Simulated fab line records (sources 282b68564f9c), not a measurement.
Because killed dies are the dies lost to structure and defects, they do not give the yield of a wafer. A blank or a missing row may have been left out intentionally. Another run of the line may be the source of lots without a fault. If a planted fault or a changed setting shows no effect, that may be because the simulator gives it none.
A struck lot beside a sound one	flow rit-cmos	15 steps out of a route of 202
Sound: these wafers, L232.1, L232.2, L232.4. Struck: wafers L241.1, L241.2, L241.3. The cause comes at the end.
Per side, at each step with rows, come the tool, then ch with its chambers, and then its first start. Under that, the readings that differ: sound wafers	struck wafers	difference of the means	sigmas: that difference in standard deviations of wafers without a fault.
alike: readings whose means differ by less than 2 such deviations, and words and numbers that are the same on both sides. not compared: withheld readings, readings that some wafer has no value for, bounds like >300 that may hide the same value, and numbers for which the record gives no deviation and whose values overlap.
The two part at a step that has a row with sigmas, a row that says differs or no value, or rows on one side only. Non-overlapping numbers with no deviation appear without sigmas and do not part them. A reading missing from all wafers of one side parts the sides only when that side holds two or more wafers.

RIT_SILICIDE_RTA_06: time 10 s, ramp up 5 s, ramp down 10 s.
  sound on rtp-anneal-01 ch 0, day 5 08:53; struck on rtp-anneal-02 ch 0, day 7 01:32
  alike: wafer_temp_C_max
RIT_CONTACT_CVD_00: deposits SiO2 from TEOS, target thk 400 nm, time 58.18 s.
  sound on pecvd-04 ch 0,1, day 5 08:57; struck on pecvd-04 ch 0,1,2, day 7 01:36
  alike: heater-power-w
RIT_CONTACT_THK_MEAS_01:
  sound on film-metro-01, day 5 09:00; struck on film-metro-02, day 7 01:39
  alike: CONTACT_TEOS_THK
then, 6 steps without rows for these wafers: RIT_CONTACT_HMDS_02 (prime time 60 s); RIT_CONTACT_COAT_03 (resist thk 1000 nm); RIT_CONTACT_SOFTBAKE_04 (time 60 s); RIT_CONTACT_EXPOSE_05 (exposes mask M11, target cd 1000 nm); RIT_CONTACT_PEB_06; RIT_CONTACT_DEVELOP_07 (develop time 120 s).
RIT_CONTACT_CD_MEAS_08 targets a cd of 1000 nm.
  sound on cd-sem-02, day 5 10:01; struck on cd-sem-02, day 7 02:40
  alike: cd-nm
RIT_CONTACT_OVL_MEAS_09:
  sound on overlay-01, day 5 10:08; struck on overlay-02, day 7 02:47
  alike: CONTACT_OVL
then, 1 step without rows for these wafers: RIT_CONTACT_HARDBAKE_10 (time 60 s).
RIT_CONTACT_ETCH_11: etches SiO2 in CHF3/CF4/Ar, stops on TiSi2, target depth 480 nm, time 320 s.
  sound on rie-diel-03 ch 0,1,3, day 5 10:20; struck on rie-diel-03 ch 1,2,3, day 7 02:59
reading	sound	struck	difference	sigmas
over-etch-frac	0.2 0.2 0.2	0.3535 0.3535 0.3535	+0.1535	
model.NOVOLAK_of_CONTACT_COAT_03.thk-nm (nm)	768.6 767.9 766.4	754.4 751.1 751.1	-15.4	
  alike: cf4-flow-sccm, drypump-motor-current-A, oes-product-au, throttle-valve-pct
  not compared: rf-hours-counter-h
RIT_CONTACT_STRIP_12: strips in O2, time 180 s.
  sound on plasma-asher-03 ch 0,1, day 5 10:32; struck on plasma-asher-03 ch 0,1, day 7 03:10
  alike: drypump-motor-current-A
  not compared: rf-hours-counter-h
RIT_M1_PROBE_99:
  sound on prober-01, day 5 15:34; struck on prober-01, day 7 15:38
reading	sound	struck	difference	sigmas
model.etest.nmos_0p15.junction-log10-a-um	-13.49 -13.41 -13.49	-12.89 -12.8 -12.79	+0.64	
model.etest.nmos-narrow.off-log10-a-um	-13.2 -13.19 -13.15	-12.8 -12.67 -12.73	+0.4	
model.etest.nmos_0p3.off-log10-a-um	-13.03 -12.91 -13.04	-12.68 -12.75 -12.68	+0.29	
model.etest.gate-end-array.leak-log10-a-um	-12.89 -12.87 -12.77	-12.59 -12.67 -12.41	+0.29	
model.etest.antenna-contact.vt-shift-v (V)	-0.009983 -0.01525 -0.01137	-0.02508 -0.01946 -0.01934	-0.00909	
  alike: killed-at-contacts, killed-at-front-end, killed-dies, killed-open, killed-short
  not compared: model.etest.contact-diode-array.leak-log10-a, model.etest.pmos_0p15.junction-log10-a-um

WHERE THEY PART
Nowhere in this record.

WHY: what the simulator had put in
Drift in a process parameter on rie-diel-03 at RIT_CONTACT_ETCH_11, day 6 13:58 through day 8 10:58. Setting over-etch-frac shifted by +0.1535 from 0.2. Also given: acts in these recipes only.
